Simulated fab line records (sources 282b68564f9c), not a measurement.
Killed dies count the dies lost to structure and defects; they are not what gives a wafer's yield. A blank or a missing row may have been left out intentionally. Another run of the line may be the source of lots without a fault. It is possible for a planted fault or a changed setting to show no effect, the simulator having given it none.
A struck lot beside a sound one -- flow rit_cmos -- 17 steps out of a route of 202
Sound: the wafers L825.1, L825.2, L825.3. Wafers L833.2, L833.4, L833.5 were the ones struck. The cause comes at the end.
Order at every step that has rows: each side's tool, ch and its chambers, its first start. Under that, the readings that differ: sound wafers -- struck wafers -- difference of the means -- sigmas: that difference in standard deviations of wafers without a fault.
alike: same words and numbers on both sides, and readings whose means sit less than 2 such deviations apart. not compared: any withheld reading, any reading some wafer has no value for, any bound like >300 that may hide the same value, and any number with overlapping values for which the record gives no deviation.
Wherever a step has rows on one side only, a row that says differs or no value, or a row with sigmas, the two part there. Non-overlapping numbers with no deviation appear without sigmas and do not part them. A reading that every wafer of one side lacks parts them only if that side has two wafers or more.

first, 1 step without rows for these wafers: RIT_PRETRO_DEVELOP_05 (develop time 68 s).
RIT_PRETRO_OVL_MEAS_06:
  struck on overlay-02, day 6 16:08; sound on overlay-01, day 5 00:06
  alike: PRETRO_OVL
then, 2 steps without rows for these wafers: RIT_PRETRO_HARDBAKE_07 (time 120 s); RIT_PRETRO_IMPLANT_08.
RIT_PRETRO_STRIP_09: strips in O2, time 180 s.
  sound on plasma_asher-01 ch 0,1, day 5 00:32; struck on plasma_asher-03 ch 0,1, day 6 16:34
  alike: drypump_motor_current_A, o2_flow_sccm
  not compared: rf_hours_counter_h
RIT_PRETRO_TW_MEAS_10:
  struck on film_metro-01, day 6 16:44; sound on film_metro-02, day 5 00:43
  alike: PRETRO_TW
then, 5 steps without rows for these wafers: RIT_GATE_WET_ETCH_00 (etches SiO2 in BOE, target depth 56 nm, time 60 s); RIT_GATE_CLEAN_01 (cleans in SC1, time 600 s); RIT_GATE_CLEAN_02 (cleans in dHF, time 30 s); RIT_GATE_CLEAN_03 (cleans in SC2, time 600 s); RIT_GATE_CLEAN_04 (cleans in dHF, time 60 s).
RIT_FOX2_THK_MEAS_91:
  struck on film_metro-03, day 6 17:13; sound on film_metro-03, day 5 01:13
  alike: FIELD_OXIDE_LEFT_2_THK
RIT_GATE_OXIDATION_05: target thk 3 nm, ox time 270 s.
  sound on furnace-02 ch 0, day 5 01:17; struck on furnace-02 ch 0, day 6 17:16
reading,sound,struck,difference,sigmas
spike_tc_centre_C (C),902.7 902.7 902.4,922.8 922.9 924.3,+20.7,+21
spike_tc_load_C (C),925.7 925.9 926.0,945.6 945.7 947.6,+20.4,+16
spike_tc_source_C (C),922.7 922.7 922.4,942.7 942.3 940.8,+19.3,+18
tube_center_temp_C (C),899.92 900.04 899.99,919.93 920.18 920.05,+20.07,+99 or more
tube_center_temp_C_max,902.0 903.1 902.3,921.8 921.9 922.2,+19.5,+48
model.SiO2_of_GATE_OXIDATION_05.thk_nm (nm),3.106 3.008 3.058,3.82 3.724 3.768,+0.71,
  alike: zone_power_centre_pct
then, 1 step without rows for these wafers: RIT_GATE_ANNEAL_06 (time 600 s).
RIT_GATE_THK_MEAS_07:
  struck on film_metro-03, day 6 18:47; sound on film_metro-02, day 5 02:37
reading,sound,struck,difference,sigmas
GATE_OXIDE_THK (nm),3.15 2.98 3.12,3.75 3.77 3.74,+0.67,+11
then, 1 step without rows for these wafers: RIT_GATE_CVD_08 (deposits poly-Si from SiH4, target thk 250 nm, time 2220 s).
RIT_M1_PROBE_99:
  struck on prober-02, day 7 18:47; sound on prober-02, day 6 01:28
reading,sound,struck,difference,sigmas
model.etest.pmos_0p3.r_on_ohm_um,6694 6400 6500,7708 7566 7534,+1071,
model.etest.pmos_0p15.r_on_ohm_um,3028 2955 2987,3096 3085 3061,+91,
model.etest.nmos_0p3.r_on_ohm_um,2200 2148 2165,2507 2455 2462,+304,
model.etest.nmos_0p15.drive_ua_um,449.3 453.1 444.6,396.7 400.8 405.4,-48.0,
model.etest.nmos_narrow.drive_ua_um,219.8 227.4 223.3,165.1 170.9 167.5,-55.7,
model.etest.nmos_0p3.drive_ua_um,217.4 224.1 220.8,164.3 171.1 167.7,-53.1,
  alike: killed_at_front_end, killed_dies, killed_on_rim, killed_open, killed_short
  not compared: model.etest.pmos_turned.r_on_ohm_um, model.etest.nmos_0p15.r_on_ohm_um

== WHERE THEY PART ==
At RIT_GATE_OXIDATION_05 first; at RIT_GATE_THK_MEAS_07 last (within this record only). Later steps at which nothing parts them and some readings are alike: RIT_M1_PROBE_99.

WHY: what the simulator had put in
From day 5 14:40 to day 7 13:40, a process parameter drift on furnace-02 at RIT_GATE_OXIDATION_05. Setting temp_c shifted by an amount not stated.
